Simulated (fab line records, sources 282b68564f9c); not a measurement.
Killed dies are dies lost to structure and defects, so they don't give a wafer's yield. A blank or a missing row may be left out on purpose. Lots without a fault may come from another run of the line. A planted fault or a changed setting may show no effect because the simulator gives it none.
Which tool did it? | flow rit_cmos | 14 lots, 42 wafers sampled, at 2 steps of a route of 202

WHAT THE GAUGES READ, wafer by wafer
The record holds no reading of a measuring or inspecting step that can be judged against a usual standard deviation.

WHICH TOOL RAN EACH LOT (tool, then ch and the chambers of the sampled wafers, then the start)
lot  | RIT_GATE_ETCH_19                | RIT_M1_PROBE_99
L897 | rie_si-01 ch 1,2,3, day 2 22:56 | -
L901 | rie_si-01 ch 0,2, day 3 15:58   | -
L902 | rie_si-01 ch 0,1,2, day 3 19:25 | prober-01, day 4 16:09
L905 | rie_si-02 ch 0,3, day 4 08:48   | prober-02, day 5 07:37
L906 | rie_si-01 ch 1,2,3, day 4 20:10 | prober-01, day 5 18:32
L908 | rie_si-01 ch 2,3, day 5 05:38   | -
L909 | rie_si-02 ch 0,1,2, day 5 15:01 | prober-02, day 6 14:51
L910 | rie_si-01 ch 1,2,3, day 5 23:14 | prober-01, day 6 20:16
L911 | rie_si-02 ch 0,1, day 5 23:31   | prober-02, day 6 21:46
L913 | rie_si-02 ch 0,1,3, day 6 07:45 | -
L914 | rie_si-01 ch 0,2, day 6 18:02   | -
L916 | rie_si-02 ch 0,1,2, day 6 21:39 | -
L918 | rie_si-01 ch 1,2, day 7 05:38   | prober-01, day 8 02:31
L920 | rie_si-01 ch 1,2,3, day 7 14:08 | -
- RIT_GATE_ETCH_19: etches poly-Si in SF6/CHF3/O2, stops on SiO2, time 165 s, target depth 312.5 nm.
- RIT_M1_PROBE_99

WHAT THE TOOLS THEMSELVES READ (means of the sampled wafers that have a number; where no wafer has one, the mark that the record gives instead)
RIT_GATE_ETCH_19.
lot  | tool      | drypump_motor_current_A (A) | oes_product_au (a.u.) | run_length_s (s) | throttle_valve_pct (%)
L897 | rie_si-01 | 5.7                         | 0.850                 | 193.5            | 10.31
L901 | rie_si-01 | 5.7                         | 0.853                 | 193.2            | 10.16
L902 | rie_si-01 | 5.7                         | 0.853                 | 193.5            | 10.15
L905 | rie_si-02 | 6.4                         | 0.860                 | 192.8            | 10.40
L906 | rie_si-01 | 5.7                         | 0.853                 | 193.6            | 10.30
L908 | rie_si-01 | 5.8                         | 0.846                 | 193.7            | 10.32
L909 | rie_si-02 | 5.8                         | 0.835                 | 193.3            | 10.34
L910 | rie_si-01 | 5.7                         | 0.855                 | 193.5            | 10.30
L911 | rie_si-02 | 5.7                         | 0.837                 | 193.4            | 10.25
L913 | rie_si-02 | 6.0                         | 0.839                 | 193.0            | 10.35
L914 | rie_si-01 | 5.8                         | 0.849                 | 193.3            | 10.15
L916 | rie_si-02 | 5.7                         | 0.831                 | 193.4            | 10.34
L918 | rie_si-01 | 5.8                         | 0.814                 | 208.9            | 10.19
L920 | rie_si-01 | 5.7                         | 0.822                 | 208.9            | 10.32

RIT_M1_PROBE_99.
lot  | tool      | killed_at_contacts | killed_at_front_end | killed_dies | killed_on_rim | killed_open | killed_short
L902 | prober-01 | 0.0                | 7                   | 7           | 3.0           | 3.3         | 3.7
L905 | prober-02 | 0.0                | 5                   | 5           | 2.0           | 1.0         | 3.7
L906 | prober-01 | 0.0                | 9                   | 9           | 2.7           | 4.7         | 4.7
L909 | prober-02 | 0.0                | 7                   | 7           | 1.7           | 2.7         | 4.7
L910 | prober-01 | 0.0                | 4                   | 4           | 2.0           | 3.0         | 1.0
L911 | prober-02 | 0.3                | 7                   | 8           | 2.0           | 5.3         | 2.3
L918 | prober-01 | 0.0                | 9                   | 9           | 3.0           | 4.7         | 3.7

THE ANSWER, worked out from the rows above alone
Rule: what is usual is taken from the lots themselves. Put in order of their means at a reading, lots are off if they are a third of the lots or fewer, leave a main group of 4 or more, and stand apart from it by a gap of 3 or more times the standard deviation of the main group's means; of several such gaps the widest counts. A main group whose means are all the same, to the digits that the tables above print for the reading, isn't used. A lot without any number at a reading at which 4 lots or more have one is off too. The other lots that the step has rows for count as sound. The gauges are gone through in route order, then the tools' own readings, and for those a lot's mean is taken as printed above. The first step at which some lot is off is used, and at that step the reading that is off furthest; a lot without a number counts as furthest.
Off: L918, L920, at RIT_GATE_ETCH_19 (run_length_s). The main group: mean 193.3 s, standard deviation 0.24.
A tool fits if, at that step or a process step before it, it ran every lot that is off, and no sound lot after the first of them. One fits: rie_si-01 at RIT_GATE_ETCH_19. Its last sound lot is L914 (day 6 18:02), its first lot that is off L918 (day 7 05:38): a fault that began between those two fits.
The tool's own readings at RIT_GATE_ETCH_19 bear it out: on the lots that are off they differ by more than 5 times the standard deviation of the sound lots' means. run_length_s reads 208.9 s there against 193.3 s on the sound lots.

WHAT THE SIMULATOR HAD PUT IN
Process parameter drift: rie_si-01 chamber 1, from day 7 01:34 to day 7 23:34, at RIT_GATE_ETCH_19. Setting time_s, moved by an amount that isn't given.
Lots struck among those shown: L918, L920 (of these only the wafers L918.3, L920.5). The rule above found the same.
